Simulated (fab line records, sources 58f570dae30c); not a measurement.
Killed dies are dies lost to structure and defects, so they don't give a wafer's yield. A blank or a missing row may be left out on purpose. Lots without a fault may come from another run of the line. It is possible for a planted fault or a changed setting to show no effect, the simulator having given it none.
Which tool is to blame? / flow berkeley_cmos170 / 14 lots (42 wafers sampled), 1 step of a 331-step route

== WHAT THE GAUGES READ, wafer by wafer ==
The record lacks any reading of a measuring or inspecting step that a usual standard deviation could be used to judge.

== WHICH TOOL RAN EACH LOT (tool, then ch and the chambers of the sampled wafers, then the start) ==
lot=L170; UCB170_PLDD_IMPLANT_09=implanter-04 ch 0, day 6 18:35
lot=L171; UCB170_PLDD_IMPLANT_09=implanter-02 ch 0, day 7 01:05
lot=L173; UCB170_PLDD_IMPLANT_09=implanter-02 ch 0, day 7 12:57
lot=L175; UCB170_PLDD_IMPLANT_09=implanter-01 ch 0, day 7 23:55
lot=L176; UCB170_PLDD_IMPLANT_09=implanter-04 ch 0, day 8 00:02
lot=L177; UCB170_PLDD_IMPLANT_09=implanter-01 ch 0, day 8 06:14
lot=L179; UCB170_PLDD_IMPLANT_09=implanter-04 ch 0, day 8 14:51
lot=L180; UCB170_PLDD_IMPLANT_09=implanter-04 ch 0, day 9 03:40
lot=L181; UCB170_PLDD_IMPLANT_09=implanter-02 ch 0, day 9 04:38
lot=L184; UCB170_PLDD_IMPLANT_09=implanter-01 ch 0, day 9 21:16
lot=L185; UCB170_PLDD_IMPLANT_09=implanter-04 ch 0, day 9 21:29
lot=L191; UCB170_PLDD_IMPLANT_09=implanter-02 ch 0, day 10 23:19
lot=L190; UCB170_PLDD_IMPLANT_09=implanter-01 ch 0, day 10 23:25
lot=L192; UCB170_PLDD_IMPLANT_09=implanter-02 ch 0, day 11 04:29
- UCB170_PLDD_IMPLANT_09

== AS READ BY THE TOOLS THEMSELVES (means over the sampled wafers that have a number; for cases with no such wafer, the mark the record gives instead) ==
UCB170_PLDD_IMPLANT_09. Usual: dose_ions_cm2 5e+13, standard deviation 5.7e+10; faraday_current_uA 157, standard deviation 3.7; tilt_deg 7.001 degrees, standard deviation 0.022.
lot=L170; tool=implanter-04; dose_ions_cm2=5e+13; faraday_current_uA=155; tilt_deg (degrees)=6.994; flag=
lot=L171; tool=implanter-02; dose_ions_cm2=5e+13; faraday_current_uA=158; tilt_deg (degrees)=7.019; flag=
lot=L173; tool=implanter-02; dose_ions_cm2=5e+13; faraday_current_uA=159; tilt_deg (degrees)=6.992; flag=
lot=L175; tool=implanter-01; dose_ions_cm2=5e+13; faraday_current_uA=162; tilt_deg (degrees)=6.972; flag=
lot=L176; tool=implanter-04; dose_ions_cm2=5e+13; faraday_current_uA=155; tilt_deg (degrees)=6.993; flag=
lot=L177; tool=implanter-01; dose_ions_cm2=5e+13; faraday_current_uA=160; tilt_deg (degrees)=6.975; flag=
lot=L179; tool=implanter-04; dose_ions_cm2=5e+13; faraday_current_uA=154; tilt_deg (degrees)=7.000; flag=
lot=L180; tool=implanter-04; dose_ions_cm2=5e+13; faraday_current_uA=155; tilt_deg (degrees)=6.386; flag=OFF
lot=L181; tool=implanter-02; dose_ions_cm2=5e+13; faraday_current_uA=157; tilt_deg (degrees)=6.994; flag=
lot=L184; tool=implanter-01; dose_ions_cm2=5e+13; faraday_current_uA=162; tilt_deg (degrees)=7.011; flag=
lot=L185; tool=implanter-04; dose_ions_cm2=5e+13; faraday_current_uA=152; tilt_deg (degrees)=6.412; flag=OFF
lot=L191; tool=implanter-02; dose_ions_cm2=5e+13; faraday_current_uA=158; tilt_deg (degrees)=7.002; flag=
lot=L190; tool=implanter-01; dose_ions_cm2=5e+13; faraday_current_uA=155; tilt_deg (degrees)=6.975; flag=
lot=L192; tool=implanter-02; dose_ions_cm2=5e+13; faraday_current_uA=157; tilt_deg (degrees)=6.965; flag=

== THE ANSWER, worked out from the rows above alone ==
Rule: a lot counts as off when the mean over its wafers that have a number is more than 3 standard deviations away from the usual mean. Also off: a lot with no number at a reading for which 4 or more lots have one. Any other lot the step has rows for is counted as sound. Order of review: gauges by route order, followed by the tools' own readings, for which a lot's mean as printed above is used. The first step at which some lot is off is used, and at that step the reading that is off furthest; a lot without a number counts as furthest.
Off, at UCB170_PLDD_IMPLANT_09 on tilt_deg: L180, L185.
A tool fits if, at that step or a process step before it, it ran every lot that is off, and no sound lot after the first of them. One fits: implanter-04 at UCB170_PLDD_IMPLANT_09. A fault onset in the window from L179 (day 8 14:51, its last sound lot) to L180 (day 9 03:40, its first lot off) fits.
The tool's own readings at UCB170_PLDD_IMPLANT_09 bear it out: on the lots that are off they differ by more than 5 times the standard deviation of the sound lots' means. tilt_deg reads 6.399 degrees there against 6.991 degrees on the sound lots.

== WHAT WAS PUT IN BY THE SIMULATOR ==
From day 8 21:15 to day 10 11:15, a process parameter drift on implanter-04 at UCB170_PLDD_IMPLANT_09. Setting tilt_deg, moved by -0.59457, from 7. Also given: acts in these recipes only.
Shown lots that were struck: L180, L185. This agrees with what the rule above found.
